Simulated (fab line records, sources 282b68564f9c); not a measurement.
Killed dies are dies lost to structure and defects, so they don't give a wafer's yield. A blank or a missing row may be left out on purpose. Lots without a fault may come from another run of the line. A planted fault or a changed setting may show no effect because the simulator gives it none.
fab line records | flow rit_cmos
record lots=14 wafers=42 last_day=8
route steps=202 shown PWELL@42 M1@202
lots that met no fault: from a run of the same line without faults
start_h: hours from the record's first day to the start of the lot's first wafer shown | wait_h: hours since the lot's step before | " the same as in the row above | L1.1+2: a row that stands for several wafers | - no value, or no start given | * or withheld: withheld | < > ~ a bound
route shown NAME@n: a module of which the file shows steps, and the number in the route of the first | usual: mean/standard deviation of fault-free wafers | same: alike in all rows | chamber/n: place in a boat | sites: the reading at each site | _std_site: their standard deviation | _edge_site: outer sites' mean less inner sites' | radius_mm: how far each site lies from the wafer's centre | mask NAME#n: copy n | behind: the tool/chamber that last shaped the wafer | hold: why the lot was held/for how many hours/how that ended | device: the transistor (n, p or np) that didn't switch | end of line: the same wafers' tests at the end of the route | a step without rows: its recipe alone | killed: dies lost to structure and defects at the first sort, not the wafer's yield | map: a wafer's dies, x killed, . not, _ none there
set.NAME: the setting as run; set.NAME@STEP: as run at that earlier step | model.NAME: the simulator's own value behind a step, which no gauge read
steps of the route over a sample of lots; a table a step, a row a wafer
services: from which hour (start_h, from the record's first day; less than 0 if before it) a tool's chamber was out of use, for how many hours, and why
## steps
# step RIT_PWELL_EXPOSE_03
# recipe mask_id=M3 na=0.57 target_cd_nm=43700 dose_mj=250
# columns lot.wafer tool chamber start_h wait_h mask
L714.1+4+5 iline_stepper-01 0 38.44 0.1 M3#0
L715.2+3+5 iline_stepper-01 0 42.55 0.1 M3#0
L717.1+3+5 iline_stepper-01 0 50.26 0.1 M3#0
L718.1+2+4 iline_stepper-02 0 57.55 0.2 M3#0
L719.1+3+6 iline_stepper-01 0 61.78 0.2 M3#0
L720.1+2+4 iline_stepper-02 0 65.30 0.2 M3#0
L721.2+4+6 iline_stepper-02 0 75.01 0.1 M3#0
L722.3+4+5 iline_stepper-01 0 75.44 0.2 M3#0
L723.1+3+6 iline_stepper-01 0 79.13 0.1 M3#0
L725.2+4+5 iline_stepper-02 0 89.30 0.1 M3#0
L726.3+5+6 iline_stepper-01 0 93.30 0.2 M3#0
L729.1+4+6 iline_stepper-02 0 109.38 0.2 M3#0
L731.1+2+3 iline_stepper-02 0 123.74 0.2 M3#0
L735.1+2+3 iline_stepper-01 0 141.97 0.1 M3#0
# step RIT_PWELL_OVL_MEAS_06
# usual PWELL_OVL=0.5/1.3
# columns lot.wafer tool chamber start_h wait_h hold PWELL_OVL[nm]
L714.1 overlay-01 - 38.87 - - 1.8
L714.4 " - " " - 1.4
L714.5 " - " " - 1.5
L715.2 overlay-01 - 43.19 - - 0.8
L715.3 " - " " - 1.8
L715.5 " - " " - 0.2
L717.1 overlay-02 - 50.85 - - 0.5
L717.3 " - " " - 0.4
L717.5 " - " " - 0.3
L718.1 overlay-01 - 57.98 - - -1.9
L718.2 " - " " - 0.9
L718.4 " - " " - 0.1
L719.1 overlay-01 - 62.21 - - 0.3
L719.3 " - " " - -1.1
L719.6 " - " " - -3.0
L720.1 overlay-01 - 65.72 - - 0.6
L720.2 " - " " - -1.8
L720.4 " - " " - -0.4
L721.2 overlay-02 - 75.60 - - 0.3
L721.4 " - " " - 0.6
L721.6 " - " " - -0.6
L722.3 overlay-02 - 75.84 - - 1.5
L722.4 " - " " - -0.4
L722.5 " - " " - 1.9
L723.1 overlay-02 - 79.69 - - -0.3
L723.3 " - " " - 2.5
L723.6 " - " " - 3.2
L725.2 overlay-02 - 89.72 - - 0.5
L725.4 " - " " - -2.5
L725.5 " - " " - -0.5
L726.3 overlay-01 - 93.70 - - -0.5
L726.5 " - " " - -0.1
L726.6 " - " " - 1.5
L729.1 overlay-01 - 109.81 - await_dispo/0.2h/release 362.6
L729.4 " - " " await_dispo/0.2h/release 361.1
L729.6 " - " " await_dispo/0.2h/release 361.5
L729.1 overlay-01 - 110.01 0.2 - 361.4
L729.4 " - " " - 360.2
L729.6 " - " " - 360.9
L731.1 overlay-02 - 124.17 - await_dispo/0.2h/release 361.7
L731.2 " - " " await_dispo/0.2h/release 362.4
L731.3 " - " " await_dispo/0.2h/release 360.3
L731.1 overlay-02 - 124.37 0.2 - 360.3
L731.2 " - " " - 361.1
L731.3 " - " " - 359.4
L735.1 overlay-01 - 142.40 - - -0.9
L735.2 " - " " - -0.1
L735.3 " - " " - 0.7
# step RIT_M1_PROBE_99
# usual defect_limited_yield=97.5/1.1 killed_at_M0_to_M3=0.0/0.14 killed_at_contacts=0.1/0.27 killed_at_front_end=6.5/2.8 killed_dies=6.6/2.8 killed_open=3.5/2 killed_short=3.2/1.8 sort_bin_3_pad_short=0.1/0.26 sort_bin_5_function=1.5/0.72 sort_bin_6_memory=0.9/0.67 sort_n_pass=257.4/2.8 sort_yield_pct=97.5/1.1
# same gross_dies=264 killed_at_M4_up=0 killed_at_back_side=0 killed_at_other=0
# columns lot.wafer tool chamber start_h wait_h defect_limited_yield[%] killed_at_M0_to_M3 killed_at_contacts killed_at_front_end killed_dies killed_open killed_short sort_bin_3_pad_short[%] sort_bin_5_function[%] sort_bin_6_memory[%] sort_n_pass sort_yield_pct[%]
L715.2 prober-02 - 84.76 0.1 97.0 0 0 8 8 5 3 0 2.3 0.8 256.0 97.0
L715.3 prober-02 - 84.81 0.2 97.0 0 0 8 8 4 4 0 2.3 0.8 256.0 97.0
L715.5 prober-02 - 84.91 0.2 97.7 0 0 6 6 4 2 0 1.1 1.1 258.0 97.7
L720.1 prober-02 - 107.89 0.1 98.1 0 0 5 5 1 4 0.8 0.8 0.4 259.0 98.1
L720.2 prober-02 - 107.94 0.1 97.3 0 0 7 7 2 4 0 1.5 1.1 257.0 97.3
L720.4 prober-02 - 108.04 0.2 97.7 0 0 6 6 4 2 0 1.5 0.8 258.0 97.7
L722.3 prober-02 - 115.06 0.2 95.8 0 1 10 11 7 4 0 2.7 1.5 253.0 95.8
L722.4 prober-02 - 115.11 0.2 98.1 0 0 5 5 2 3 0 1.9 0 259.0 98.1
L722.5 prober-02 - 115.16 0.2 97.3 0 0 7 7 3 4 1.1 1.1 0.4 257.0 97.3
L725.2 prober-01 - 128.43 0.1 98.5 0 1 3 4 4 0 0 1.1 0.4 260.0 98.5
L725.4 prober-01 - 128.53 0.2 97.7 0 0 6 6 2 4 0.4 1.5 0.4 258.0 97.7
L725.5 prober-01 - 128.58 0.2 97.3 0 0 7 7 2 5 0 1.9 0.8 257.0 97.3
L726.3 prober-02 - 136.11 0.2 97.7 0 0 6 6 4 2 0 1.1 1.1 258.0 97.7
L726.5 prober-02 - 136.21 0.2 98.1 0 0 5 5 2 3 0 1.9 0 259.0 98.1
L726.6 prober-02 - 136.26 0.2 97.0 0 0 8 8 4 4 0.4 2.3 0.4 256.0 97.0
# killed by level:class
L715.2 REOX:geometric_particle:short=3 SPACER:geometric_particle:open=2 FOX1:geometric_particle:open=1 FOX2:geometric_particle:open=1 REOX:geometric_particle:open=1
L715.3 GATE:geometric_particle:open=2 FOX1:geometric_particle:open=1 GATE:geometric_particle:short=1 REOX:geometric_particle:short=1 REOX:geometric_particle:open=1 SPACER:geometric_particle:short=1 SILICIDE:geometric_particle:short=1
L715.5 SILICIDE:geometric_particle:open=2 FOX2:geometric_particle:short=1 GATE:geometric_particle:open=1 GATE:geometric_particle:short=1 REOX:geometric_particle:open=1
L720.1 FOX1:geometric_particle:short=1 FOX1:geometric_particle:open=1 REOX:geometric_particle:short=1 SPACER:geometric_particle:short=1 SILICIDE:geometric_particle:short=1
L720.2 SPACER:geometric_particle:short=2 FOX1:geometric_particle:open=1 GATE:geometric_particle:short=1 SILICIDE:geometric_particle:open=1 SILICIDE:geometric_particle:short=1 PWELL:coat_microbubble_printed=1
L720.4 GATE:geometric_particle:open=2 SILICIDE:geometric_particle:short=2 FOX1:geometric_particle:open=1 SPACER:geometric_particle:open=1
L722.3 FOX1:geometric_particle:open=2 FOX2:geometric_particle:short=2 GATE:geometric_particle:open=2 REOX:geometric_particle:short=2 REOX:geometric_particle:open=1 SPACER:geometric_particle:open=1 CONTACT:geometric_particle:open=1
L722.4 GATE:geometric_particle:short=3 FOX1:geometric_particle:open=1 REOX:geometric_particle:open=1
L722.5 GATE:geometric_particle:short=2 FOX1:geometric_particle:short=1 FOX2:geometric_particle:open=1 GATE:geometric_particle:open=1 REOX:geometric_particle:open=1 SILICIDE:geometric_particle:short=1
L725.2 FOX1:geometric_particle:open=1 GATE:geometric_particle:open=1 SPACER:geometric_particle:open=1 CONTACT:geometric_particle:open=1
L725.4 GATE:geometric_particle:short=3 FOX1:geometric_particle:open=1 GATE:geometric_particle:open=1 SPACER:geometric_particle:short=1
L725.5 GATE:geometric_particle:short=3 FOX1:geometric_particle:short=2 GATE:geometric_particle:open=2
L726.3 GATE:geometric_particle:open=3 FOX1:geometric_particle:short=1 FOX2:geometric_particle:open=1 GATE:geometric_particle:short=1
L726.5 REOX:geometric_particle:open=1 REOX:geometric_particle:short=1 SPACER:geometric_particle:short=1 SILICIDE:geometric_particle:open=1 SILICIDE:geometric_particle:short=1
L726.6 REOX:geometric_particle:short=2 FOX1:geometric_particle:open=1 FOX2:geometric_particle:open=1 GATE:geometric_particle:open=1 SPACER:geometric_particle:short=1 SILICIDE:geometric_particle:short=1 SILICIDE:geometric_particle:open=1
## services
# columns tool chamber start_h hours kind
iline_stepper-01 - 52.50 0.8 repair
iline_stepper-01 - 65.92 1.7 pm
iline_stepper-02 - 82.73 1.7 pm
iline_stepper-02 0 119.09 - calibration
## key
first_sign step=RIT_PWELL_OVL_MEAS_06 reading=visit direction=added
effect step=RIT_PWELL_OVL_MEAS_06 reading=PWELL_OVL direction=up sigmas=99+ usual=0.5 struck=361.6
met_at RIT_PWELL_EXPOSE_03
struck_lots L729,L731
scrapped_behind RIT_PWELL_OVL_MEAS_06 L729.1,L729.4,L729.6,L731.1,L731.2,L731.3
onset_between 89.30 109.38
fault kind=scanner_matching_overlay tool=iline_stepper-02 chamber=- onset_h=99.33 steps=RIT_PWELL_EXPOSE_03 offset=360
